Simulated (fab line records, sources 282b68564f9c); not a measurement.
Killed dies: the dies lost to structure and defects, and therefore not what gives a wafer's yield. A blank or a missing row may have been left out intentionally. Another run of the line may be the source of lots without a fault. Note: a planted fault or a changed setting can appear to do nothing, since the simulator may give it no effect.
fab line records	flow rit-cmos
[record] lots = 5	wafers = 15	last-day = 7
route steps=202 shown ACTIVE@11 FOX1@20 FOX2@23 NWELL@28 PWELL@39 WELLDRIVE@50 SILICIDE@161 M1@202
lots untouched by any fault: they come from a run of this same line in which no faults occurred
start-h: the number of hours between the record's first day and the start of the first shown wafer of the lot	wait-h: hours elapsed since this lot's preceding step	" the same as in the row above	L1.1+2: a row that stands for several wafers	- value missing, or start not given	* or withheld: withheld	< > ~ a bound
route shown NAME@n: a module of which the file shows steps, and the number in the route of the first	usual: mean/standard deviation taken from wafers without a fault	same: alike in all rows	chamber/n: place in a boat	sites: readings site by site	_std_site: the standard deviation of these	_edge_site: mean of outer sites minus mean of inner sites	radius-mm: how far each site lies from the wafer's centre	mask NAME#n: copy n	behind: the last tool/chamber to shape the wafer	hold: cause of the lot's hold/its duration in hours/its outcome	device: transistor that didn't switch, given as n, p or np	end of line: at the end of the route, the tests of the same wafers	step lacking rows: just its recipe	killed: not the wafer's yield, but the dies lost to structure and defects at the first sort	map: a wafer's dies, x killed, . not, _ none there
set.NAME: the setting as run; set.NAME@STEP: as run at that earlier step	model.NAME: the simulator's own value behind a step, which no gauge read
lots seen at some steps along the route; tables by step, rows by wafer
services: from which hour (start-h, from the record's first day; less than 0 if before it) a tool's chamber was out of use, for how many hours, and why
[[steps]]
[step RIT_ACTIVE_DEVELOP_10]
[recipe] resist = NOVOLAK	develop-time-s = 50	dev-temp-c = 23
[step RIT_ACTIVE_HARDBAKE_12]
[recipe] resist = NOVOLAK	temp-c = 140	time-s = 60
[step RIT_ACTIVE_ETCH_13]
[recipe] stop-on = SiO2	chemistry = SF6	target = Si3N4	time-s = 210	over-etch-frac = 0.4	SF6_flow_sccm = 200	pressure-mtorr = 260	rf-w = 125	target-depth-a = 2100
[step RIT_ACTIVE_STRIP_14]
[recipe] chemistry = O2	time-s = 180	resist = NOVOLAK	platen-temp-c = withheld	power-w = 500	pressure-mtorr = 4000	o2-flow-sccm = 4000
[step RIT_ACTIVE_CLEAN_15]
[recipe] chemistry = SC1	mix = 3:3:50	time-s = 600	temp-c = 75
[step RIT_ACTIVE_CLEAN_16]
[recipe] chemistry = dHF	dilution = 50:1	time-s = 30
[step RIT_ACTIVE_CLEAN_17]
[recipe] chemistry = SC2	mix = 3:3:50	time-s = 600	temp-c = 75	dry = n2-spin
[step RIT_FOX1_OXIDATION_00]
[recipe] temp-c = 1100	ambient = H2O	target-thk-a = 3507	p-h2o-torr = 720	ox-time-s = 1130
[step RIT_FOX1_WET_ETCH_02]
[recipe] chemistry = BOE	target-depth-nm = 350	time-s = 390	temp-c = 21.5	dry = n2-spin	dilution = 10:1	target = SiO2
[step RIT_FOX2_OXIDATION_00]
[recipe] temp-c = 1100	ambient = H2O	target-thk-a = 3507	p-h2o-torr = 720	ox-time-s = 1130
[usual] ox-time-s = 1130/0
lot.wafer	tool	chamber	start-h	wait-h	ox-time-s	model.SiO2_of_FOX2_OXIDATION_00.thk-nm	model.Si3N4_of_ACTIVE_CVD_03.thk-nm
L942.1	furnace-04	0	42.96	0.0	1130	350.9	132.2
L942.4	"	0	"	"	1130	352.4	130.5
L942.6	"	0	"	"	1130	346.5	129.8
L947.1	furnace-04	0	67.15	0.0	508.5	224.9	132.7
L947.5	"	0	"	"	508.5	230.1	131.9
L947.6	"	0	"	"	508.5	223.3	130.6
L949.1	furnace-04	0	77.00	0.0	508.5	211.7	131.3
L949.3	"	0	"	"	508.5	216.2	131.7
L949.6	"	0	"	"	508.5	211.7	132.3
L950.1	furnace-04	0	82.91	0.9	508.5	215.8	133.8
L950.5	"	0	"	"	508.5	217.6	133.8
L950.6	"	0	"	"	508.5	212.2	132.7
L957.1	furnace-02	0	117.85	0.8	1130	347.5	130.6
L957.4	"	0	"	"	1130	351.2	129.5
L957.5	"	0	"	"	1130	353.1	130.1
[step RIT_FOX2_THK_MEAS_01]
[recipe] reads = SiO2_of_FOX2_OXIDATION_00
[usual] FOX2_OXIDE_THK = 352/5.9
lot.wafer	tool	chamber	start-h	wait-h	FOX2_OXIDE_THK[nm]
L942.1	film-metro-03	-	44.28	0.0	351
L942.4	"	-	"	"	352
L942.6	"	-	"	"	346
L947.1	film-metro-03	-	68.46	0.0	225
L947.5	"	-	"	"	230
L947.6	"	-	"	"	223
L949.1	film-metro-03	-	78.31	0.0	212
L949.3	"	-	"	"	216
L949.6	"	-	"	"	212
L950.1	film-metro-03	-	84.22	0.0	216
L950.5	"	-	"	"	218
L950.6	"	-	"	"	212
L957.1	film-metro-03	-	119.16	0.0	348
L957.4	"	-	"	"	351
L957.5	"	-	"	"	353
[step RIT_FOX2_CLEAN_02]
[recipe] chemistry = dHF	dilution = 50:1	time-s = 180
lot.wafer	tool	chamber	start-h	wait-h	model.Si3N4_of_ACTIVE_CVD_03.thk-nm
L942.1	wet-bench-04	0	44.34	0.1	131.7
L942.4	"	0	"	"	130
L942.6	"	0	"	"	129.4
L947.1	wet-bench-02	2	68.52	0.1	132.3
L947.5	"	2	"	"	131.5
L947.6	"	2	"	"	130.2
L949.1	wet-bench-04	0	78.37	0.1	130.9
L949.3	"	0	"	"	131.3
L949.6	"	0	"	"	131.9
L950.1	wet-bench-04	0	84.28	0.1	133.3
L950.5	"	0	"	"	133.4
L950.6	"	0	"	"	132.2
L957.1	wet-bench-02	1	119.22	0.1	130.1
L957.4	"	1	"	"	129.1
L957.5	"	1	"	"	129.6
[step RIT_FOX2_WET_ETCH_03]
[recipe] chemistry = H3PO4	target = Si3N4	target-depth-nm = 195	temp-c = 165	time-s = 2700
[step RIT_FOX2_THK_MEAS_90]
[recipe] reads = SiO2_of_FOX2_OXIDATION_00
[usual] FIELD_OXIDE_LEFT_1_THK = 324/5.8
lot.wafer	tool	chamber	start-h	wait-h	FIELD_OXIDE_LEFT_1_THK[nm]
L942.1	film-metro-03	-	45.15	0.0	324
L942.4	"	-	"	"	325
L942.6	"	-	"	"	319
L947.1	film-metro-03	-	69.41	0.0	198
L947.5	"	-	"	"	203
L947.6	"	-	"	"	196
L949.1	film-metro-04	-	79.26	0.0	185
L949.3	"	-	"	"	189
L949.6	"	-	"	"	185
L950.1	film-metro-03	-	85.25	0.0	188
L950.5	"	-	"	"	190
L950.6	"	-	"	"	185
L957.1	film-metro-03	-	120.10	0.0	320
L957.4	"	-	"	"	324
L957.5	"	-	"	"	326
[step RIT_NWELL_HMDS_00]
[recipe] prime-time-s = 60	prime-temp-c = 140
[step RIT_NWELL_COAT_01]
[recipe] resist = NOVOLAK	spin-rpm = 2000	resist-thk-nm = 1300
[step RIT_NWELL_SOFTBAKE_02]
[recipe] resist = NOVOLAK	temp-c = 90	time-s = 60
[step RIT_NWELL_EXPOSE_03]
[recipe] mask-id = M2	na = 0.57	target-cd-nm = 43900	dose-mj = 250
[step RIT_NWELL_PEB_04]
[recipe] resist = NOVOLAK	temp-c = withheld	time-s = withheld
[step RIT_NWELL_DEVELOP_05]
[recipe] resist = NOVOLAK	develop-time-s = 68	dev-temp-c = 23
[step RIT_NWELL_HARDBAKE_07]
[recipe] resist = NOVOLAK	temp-c = 140	time-s = 120
[step RIT_NWELL_IMPLANT_08]
[recipe] species = P	energy-kev = 170	dose-cm2 = 5e+13	tilt-deg = 7
[step RIT_NWELL_STRIP_09]
[recipe] chemistry = O2	time-s = 180	resist = NOVOLAK	platen-temp-c = withheld	power-w = 500	pressure-mtorr = 4000	o2-flow-sccm = 4000
[step RIT_PWELL_HMDS_00]
[recipe] prime-time-s = 60	prime-temp-c = 140
[step RIT_PWELL_COAT_01]
[recipe] resist = NOVOLAK	spin-rpm = 2000	resist-thk-nm = 1300
[step RIT_PWELL_SOFTBAKE_02]
[recipe] resist = NOVOLAK	temp-c = 90	time-s = 60
[step RIT_PWELL_EXPOSE_03]
[recipe] mask-id = M3	na = 0.57	target-cd-nm = 43700	dose-mj = 250
[step RIT_PWELL_PEB_04]
[recipe] resist = NOVOLAK	temp-c = withheld	time-s = withheld
[step RIT_PWELL_DEVELOP_05]
[recipe] resist = NOVOLAK	develop-time-s = 68	dev-temp-c = 23
[step RIT_PWELL_HARDBAKE_07]
[recipe] resist = NOVOLAK	temp-c = 140	time-s = 120
[step RIT_PWELL_IMPLANT_08]
[recipe] species = B	energy-kev = 170	dose-cm2 = 7e+13	tilt-deg = 7
[step RIT_PWELL_STRIP_09]
[recipe] chemistry = O2	time-s = 180	resist = NOVOLAK	platen-temp-c = withheld	power-w = 500	pressure-mtorr = 4000	o2-flow-sccm = 4000
[step RIT_WELLDRIVE_ANNEAL_00]
[recipe] temp-c = 1100	time-s = 14700	ambient = N2
[step RIT_FOX2_THK_MEAS_91]
[recipe] reads = SiO2_of_FOX2_OXIDATION_00
[usual] FIELD_OXIDE_LEFT_2_THK = 256/5.9
lot.wafer	tool	chamber	start-h	wait-h	FIELD_OXIDE_LEFT_2_THK[nm]
L942.1	film-metro-03	-	57.66	0.0	255
L942.4	"	-	"	"	257
L942.6	"	-	"	"	251
L947.1	film-metro-04	-	81.70	0.0	131
L947.5	"	-	"	"	135
L947.6	"	-	"	"	129
L949.1	film-metro-04	-	91.81	0.0	118
L949.3	"	-	"	"	122
L949.6	"	-	"	"	118
L950.1	film-metro-03	-	97.40	0.0	120
L950.5	"	-	"	"	123
L950.6	"	-	"	"	116
L957.1	film-metro-04	-	132.63	0.0	252
L957.4	"	-	"	"	256
L957.5	"	-	"	"	258
[step RIT_SILICIDE_WET_ETCH_00]
[recipe] chemistry = BOE	target = SiO2	target-depth-nm = 14	time-s = 15	dry = n2-spin	dilution = 10:1	temp-c = 21.5
lot.wafer	tool	chamber	start-h	wait-h	model.SiO2_of_FOX2_OXIDATION_00.thk-nm
L942.1	wet-bench-04	3	76.16	0.1	150.2
L942.4	"	3	"	"	151.6
L942.6	"	3	"	"	146.2
L947.1	wet-bench-01	1	99.82	0.1	25.38
L947.5	"	1	"	"	30.45
L947.6	"	1	"	"	23.64
L949.1+6	wet-bench-03	0	111.68	0.1	12.72
L949.3	"	0	"	"	16.37
L950.1	wet-bench-03	0	116.89	0.1	14.67
L950.5	"	0	"	"	17.02
L950.6	"	0	"	"	12.08
L957.1	wet-bench-03	3	150.48	0.1	146.9
L957.4	"	3	"	"	151
L957.5	"	3	"	"	152.2
[step RIT_M1_PROBE_99]
[usual] killed-at-contacts = 0.1/0.32	killed-at-front-end = 7/3	killed-dies = 7/3	killed-open = 3.4/2.2	killed-short = 3.3/1.8
[same] gross-dies = 264	killed_at_M0_to_M3 = 0	killed_at_M4_up = 0	killed-at-back-side = 0	killed-at-other = 0
lot.wafer	tool	chamber	start-h	wait-h	killed-at-contacts	killed-at-front-end	killed-dies	killed-open	killed-short	model.etest.nldd.width-nm	model.etest.pldd.width-nm	model.etest.pplus-sal.width-nm	model.etest.nplus-sal.width-nm	model.etest.pwell.rs-ohm-sq	model.etest.nmos-narrow.drive-ua-um	model.etest.field-p-metal.vt-v	model.etest.field-n.vt-v
L942.1	prober-02	-	83.07	0.1	0	7	7	3	4	3159	3165	3433	3431	410.6	222	-28.38	34.79
L942.4	prober-02	-	83.22	0.2	0	13	13	5	8	3141	3136	3430	3435	414.7	219	-28.54	35.06
L942.6	prober-02	-	83.32	0.2	0	10	10	5	5	3174	3162	3446	3433	417.3	225.4	-29.13	34.36
L947.1	prober-01	-	106.70	0.1	0	4	4	0	4	3253	3268	3540	3519	389.3	250.4	-43.63	22.34
L947.5	prober-01	-	106.90	0.2	0	4	4	2	2	3263	3268	3523	3523	388.4	247.8	-44.97	22.68
L947.6	prober-01	-	106.95	0.2	1	3	4	2	2	3274	3288	3541	3541	389.6	258.3	-44.82	22.18
L949.1	prober-01	-	119.51	0.1	0	9	9	6	3	3269	3259	3533	3519	387.5	257.1	-43.13	20.27
L949.3	prober-01	-	119.61	0.2	0	10	10	7	3	3259	3254	3532	3532	387.4	251.2	-43.11	20.72
L949.6	prober-01	-	119.76	0.2	0	9	9	4	5	3248	3271	3542	3514	388.7	262.1	-43.21	20.33
L950.1	prober-02	-	123.82	0.1	0	7	7	4	3	3266	3264	3516	3515	386.9	239.7	-44.46	20.68
L950.5	prober-02	-	124.02	0.2	0	4	4	2	2	3274	3279	3508	3517	386.2	244.7	-44.65	20.97
L950.6	prober-02	-	124.07	0.2	0	5	5	2	3	3294	3263	3535	3506	384.5	247.5	-44.61	20.3
L957.1	prober-01	-	158.59	0.1	0	5	5	1	4	3173	3167	3449	3412	417.2	220.7	-28.86	34.38
L957.4	prober-01	-	158.74	0.2	0	15	15	7	8	3144	3153	3421	3404	419.6	221.6	-28.77	34.89
L957.5	prober-01	-	158.79	0.2	1	11	12	5	7	3159	3152	3410	3424	412.9	216.7	-28.74	35.04
// killed by level:class
L942.1 FOX2:geometric-particle:open=2 FOX2:geometric-particle:short=2 GATE:geometric-particle:short=1 REOX:geometric-particle:open=1 SILICIDE:geometric-particle:short=1
L942.4 REOX:geometric-particle:open=3 REOX:geometric-particle:short=3 SILICIDE:geometric-particle:short=3 GATE:geometric-particle:short=2 FOX2:geometric-particle:open=1 SILICIDE:geometric-particle:open=1
L942.6 FOX1:geometric-particle:open=2 GATE:geometric-particle:open=2 SILICIDE:geometric-particle:short=2 FOX1:geometric-particle:short=1 FOX2:geometric-particle:open=1 REOX:geometric-particle:short=1 SPACER:geometric-particle:short=1
L947.1 GATE:geometric-particle:short=2 FOX2:geometric-particle:short=1 SILICIDE:geometric-particle:short=1
L947.5 FOX2:geometric-particle:open=2 FOX1:geometric-particle:short=1 SILICIDE:geometric-particle:short=1
L947.6 REOX:geometric-particle:open=2 SPACER:geometric-particle:short=1 CONTACT:geometric-particle:short=1
L949.1 FOX2:geometric-particle:open=3 GATE:geometric-particle:short=3 GATE:geometric-particle:open=2 FOX1:geometric-particle:open=1
L949.3 FOX2:geometric-particle:open=3 SILICIDE:geometric-particle:open=2 FOX1:geometric-particle:short=1 FOX2:geometric-particle:short=1 GATE:geometric-particle:open=1 GATE:geometric-particle:short=1 SPACER:geometric-particle:open=1
L949.6 GATE:geometric-particle:short=4 SILICIDE:geometric-particle:open=2 REOX:geometric-particle:short=1 FOX1:geometric-particle:open=1 GATE:geometric-particle:open=1
L950.1 GATE:geometric-particle:open=4 GATE:geometric-particle:short=2 REOX:geometric-particle:short=1
L950.5 GATE:geometric-particle:short=2 GATE:geometric-particle:open=1 SILICIDE:geometric-particle:open=1
L950.6 FOX1:geometric-particle:open=1 FOX1:geometric-particle:short=1 GATE:geometric-particle:short=1 REOX:geometric-particle:short=1 SILICIDE:geometric-particle:open=1
L957.1 FOX1:geometric-particle:short=2 GATE:geometric-particle:short=2 REOX:geometric-particle:open=1
L957.4 FOX1:geometric-particle:short=4 FOX1:geometric-particle:open=3 SILICIDE:geometric-particle:short=2 SILICIDE:geometric-particle:open=2 FOX2:geometric-particle:open=1 GATE:geometric-particle:open=1 GATE:geometric-particle:short=1 REOX:geometric-particle:short=1
L957.5 SILICIDE:geometric-particle:short=3 FOX2:geometric-particle:open=2 FOX1:geometric-particle:open=1 FOX2:geometric-particle:short=1 GATE:geometric-particle:open=1 GATE:geometric-particle:short=1 SPACER:geometric-particle:open=1 SPACER:geometric-particle:short=1
[[services]]
tool	chamber	start-h	hours	kind
wet-bench-03	-	34.69	1.0	repair
furnace-04	-	59.94	3.0	pm
wet-bench-02	-	60.44	1.3	repair
wet-bench-02	-	86.55	1.9	pm
furnace-02	-	114.22	2.1	pm
furnace-02	-	149.58	3.9	pm
[[key]]
[first-sign] step = RIT_FOX2_OXIDATION_00	reading = ox-time-s	direction = down	sigmas = 99+	usual = *	struck = *
[effect] step = RIT_FOX2_THK_MEAS_01	reading = FOX2_OXIDE_THK	direction = down	sigmas = 23	usual = 352	struck = 218
[effect] step = RIT_FOX2_THK_MEAS_90	reading = FIELD_OXIDE_LEFT_1_THK	direction = down	sigmas = 23	usual = 324	struck = 191
[effect] step = RIT_FOX2_THK_MEAS_91	reading = FIELD_OXIDE_LEFT_2_THK	direction = down	sigmas = 22	usual = 256	struck = 124
[model-effect] step = RIT_FOX2_OXIDATION_00	value = SiO2_of_FOX2_OXIDATION_00.thk-nm	without = 356	struck = 218.2
[model-effect] step = RIT_FOX2_CLEAN_02	value = Si3N4_of_ACTIVE_CVD_03.thk-nm	without = 129.3	struck = 131.9
[model-effect] step = RIT_SILICIDE_WET_ETCH_00	value = SiO2_of_FOX2_OXIDATION_00.thk-nm	without = 156	struck = 18.34
[model-effect] step = RIT_M1_PROBE_99	value = etest.nldd.width-nm	without = 3153	struck = 3267
met-at RIT_FOX2_OXIDATION_00
struck-wafers L947.1,L947.5,L947.6,L949.1,L949.3,L949.6,L950.1,L950.5,L950.6
tester-left-out L947,L949,L950
onset-between 42.96 67.15
[fault] kind = process-parameter-drift	tool = furnace-04	chamber = -	onset-h = 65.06	steps = RIT_FOX2_OXIDATION_00	channel = ox-time-s	offset = *	shape = step	end-h = 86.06	acts-in = *	stated = *
// tester-left-out: of these lots the tester's yield and bins aren't shown, on N5 and GAA mostly nor the transistor test; their killed dies are dies lost to structure and defects alone, not to doping, threshold or leakage, so they don't give the yield
